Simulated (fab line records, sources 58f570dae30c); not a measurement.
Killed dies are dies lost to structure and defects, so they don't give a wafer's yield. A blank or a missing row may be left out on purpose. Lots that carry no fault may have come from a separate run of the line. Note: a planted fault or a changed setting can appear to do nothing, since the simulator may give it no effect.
Split-lot trial    flow berkeley cmos170    23 wafers read from 5 lots, route of 331 steps

== ON THE SPLIT ==
At UCB170_PVT_IMPLANT_07, the setting dose cm2 was moved away from the recipe's 2e+12 on 11 of the 23 wafers read, by -7.5% to +5.2%. This setting was run at the recipe's value on the other wafers.

== FROM THE SPLIT ON TO THE READING: in between, the file shows 1 step ==
- UCB170_PVT_STRIP_08: strips in O2

== THE READING ==
PVT_TW, at UCB170_PVT_TW_MEAS_09. On this fab line, fault-free wafers typically give 505.8 with a standard deviation of 2.6.

wafer   tool, chamber at the split  dose cm2 as run  against the recipe  PVT_TW  against lot-mates on the recipe
L074.2  implanter-04, 0             2e+12            recipe              503.9   -
L074.3  implanter-04, 0             2.103e+12        +5.2%               515.7   +10.6
L074.4  implanter-04, 0             2e+12            recipe              506.3   -
L074.5  implanter-04, 0             2.103e+12        +5.2%               513.0   +7.9
L074.6  implanter-04, 0             2.103e+12        +5.2%               514.6   +9.5
L075.1  implanter-02, 0             2e+12            recipe              500.5   -
L075.2  implanter-02, 0             2e+12            recipe              500.8   -
L075.4  implanter-02, 0             2e+12            recipe              502.6   -
L080.1  implanter-03, 0             1.927e+12        -3.6%               503.7   -3.1
L080.2  implanter-03, 0             2e+12            recipe              507.6   -
L080.4  implanter-03, 0             1.927e+12        -3.6%               501.8   -5.0
L080.5  implanter-03, 0             1.927e+12        -3.6%               501.7   -5.1
L080.6  implanter-03, 0             2e+12            recipe              506.0   -
L083.1  implanter-03, 0             2.053e+12        +2.6%               511.6   +4.8
L083.3  implanter-03, 0             2e+12            recipe              509.4   -
L083.4  implanter-03, 0             2e+12            recipe              505.5   -
L083.5  implanter-03, 0             2e+12            recipe              505.4   -
L083.6  implanter-03, 0             2.053e+12        +2.6%               511.3   +4.5
L084.1  implanter-04, 0             2e+12            recipe              503.4   -
L084.2  implanter-04, 0             1.85e+12         -7.5%               493.3   -12.4
L084.3  implanter-04, 0             2e+12            recipe              508.1   -
L084.4  implanter-04, 0             1.85e+12         -7.5%               497.3   -8.4
L084.6  implanter-04, 0             1.85e+12         -7.5%               494.6   -11.1

THE FIT
A straight line over all 23 wafers: PVT_TW changes by +1.47 for each +1% of dose cm2; r = +0.91; the points scatter about the line by 2.5.
The same after taking each lot's own level away (the mean of its wafers on the recipe; 23 wafers): +1.53 for each +1%; r = +0.97; scatter 1.5.
Per that fit: largest dose cm2 move, reading shift of 12.
The span of the lots' own levels, 501.30 to 506.80, comes to 2.1 times the standard deviation stated above.
The two slopes are in agreement: the lot-to-lot level therefore moves the slope only a little.
Check: -10.6 against its lot-mates is what the line predicts for one of the wafers moved furthest among these (-7.5%) when that wafer is left out of the fit. Against them it came out at -12.4.

== OTHER SPLITS ON THESE WAFERS ==
Other splits were also applied to these wafers ahead of the reading. Each is held against what the fit with the lots' levels taken away leaves over:
other split on the same wafers        wafers away from the commonest value  r with PVT_TW (lot level and that fit taken away)
UCB170_START_OXIDATION_02 temp c      18                                    +0.05
UCB170_NWELL_OXIDATION_01 temp c      15                                    +0.01
UCB170_NWELL_PEB_10 peb temp c        10                                    -0.05
UCB170_PWELL_CVD_05 temp c            10                                    -0.08
UCB170_WELLDRIVE_OXIDATION_01 temp c  18                                    +0.15
UCB170_ACTIVE_CVD_05 pressure mtorr   18                                    -0.11
UCB170_PFIELD_IMPLANT_07 dose cm2     7                                     -0.01

== THE FILE'S OWN FIT ==
PVT_TW changes by +1.52 for each +1% of dose cm2, r = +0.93.
